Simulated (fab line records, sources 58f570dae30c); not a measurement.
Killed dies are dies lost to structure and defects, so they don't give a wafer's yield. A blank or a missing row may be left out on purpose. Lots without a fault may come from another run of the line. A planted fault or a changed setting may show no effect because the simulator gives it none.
Which tool did it? | flow berkeley_cmos170 | 14 lots, 40 wafers sampled, at 1 step of a route of 331

WHAT THE GAUGES READ, wafer by wafer
The record holds no reading of a measuring or inspecting step that can be judged against a usual standard deviation.

WHICH TOOL RAN EACH LOT (tool, then ch and the chambers of the sampled wafers, then the start)
lot  | UCB170_M2_HMDS_04
L299 | litho_track-01 ch 0, day 8 22:08
L298 | litho_track-04 ch 0, day 8 22:11
L301 | litho_track-02 ch 0, day 8 22:26
L300 | litho_track-02 ch 0, day 8 23:23
L303 | litho_track-04 ch 0, day 9 22:04
L305 | litho_track-02 ch 0, day 10 00:11
L306 | litho_track-04 ch 0, day 10 13:23
L312 | litho_track-04 ch 0, day 11 00:40
L316 | litho_track-01 ch 0, day 12 00:00
L315 | litho_track-04 ch 0, day 12 02:34
L317 | litho_track-04 ch 0, day 12 21:08
L321 | litho_track-02 ch 0, day 13 07:20
L320 | litho_track-01 ch 0, day 13 08:55
L319 | litho_track-02 ch 0, day 13 13:41
- UCB170_M2_HMDS_04: prime time 60 s.

WHAT THE TOOLS THEMSELVES READ (means of the sampled wafers that have a number; where no wafer has one, the mark that the record gives instead)
UCB170_M2_HMDS_04. Usual: prime_temp_c 100.00 C, standard deviation 0.13; resist_line_temp_C 23.00 C, standard deviation 0.11.
lot  | tool           | prime_temp_c (C) | resist_line_temp_C (C) | flag
L299 | litho_track-01 | 100.05           | 22.85                  |
L298 | litho_track-04 | 99.86            | 22.88                  |
L301 | litho_track-02 | 100.00           | 23.11                  |
L300 | litho_track-02 | 100.04           | 23.01                  |
L303 | litho_track-04 | 99.77            | 22.97                  |
L305 | litho_track-02 | 99.88            | 22.95                  |
L306 | litho_track-04 | 99.95            | 22.93                  |
L312 | litho_track-04 | 100.11           | 22.91                  |
L316 | litho_track-01 | 100.03           | 22.90                  |
L315 | litho_track-04 | 99.39            | 23.11                  | OFF
L317 | litho_track-04 | 99.38            | 22.91                  | OFF
L321 | litho_track-02 | 99.85            | 22.94                  |
L320 | litho_track-01 | 100.03           | 22.98                  |
L319 | litho_track-02 | 99.94            | 23.02                  |

THE ANSWER, worked out from the rows above alone
Rule: a lot is off if the mean of its wafers that have a number lies more than 3 standard deviations from the usual mean. A lot without any number at a reading at which 4 lots or more have one is off too. The other lots that the step has rows for count as sound. The gauges are gone through in route order, then the tools' own readings, and for those a lot's mean is taken as printed above. The first step at which some lot is off is used, and at that step the reading that is off furthest; a lot without a number counts as furthest.
Off: L315, L317, at UCB170_M2_HMDS_04 (prime_temp_c).
A tool fits if, at that step or a process step before it, it ran every lot that is off, and no sound lot after the first of them. One fits: litho_track-04 at UCB170_M2_HMDS_04. Its last sound lot is L312 (day 11 00:40), its first lot that is off L315 (day 12 02:34): a fault that began between those two fits.
The tool's own readings at UCB170_M2_HMDS_04 bear it out: on the lots that are off they differ by more than 5 times the standard deviation of the sound lots' means. prime_temp_c reads 99.38 C there against 99.96 C on the sound lots.

WHAT THE SIMULATOR HAD PUT IN
Process parameter drift: litho_track-04, from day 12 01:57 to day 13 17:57, at UCB170_M2_HMDS_04. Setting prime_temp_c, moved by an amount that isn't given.
Lots struck among those shown: L315, L317. The rule above found the same.
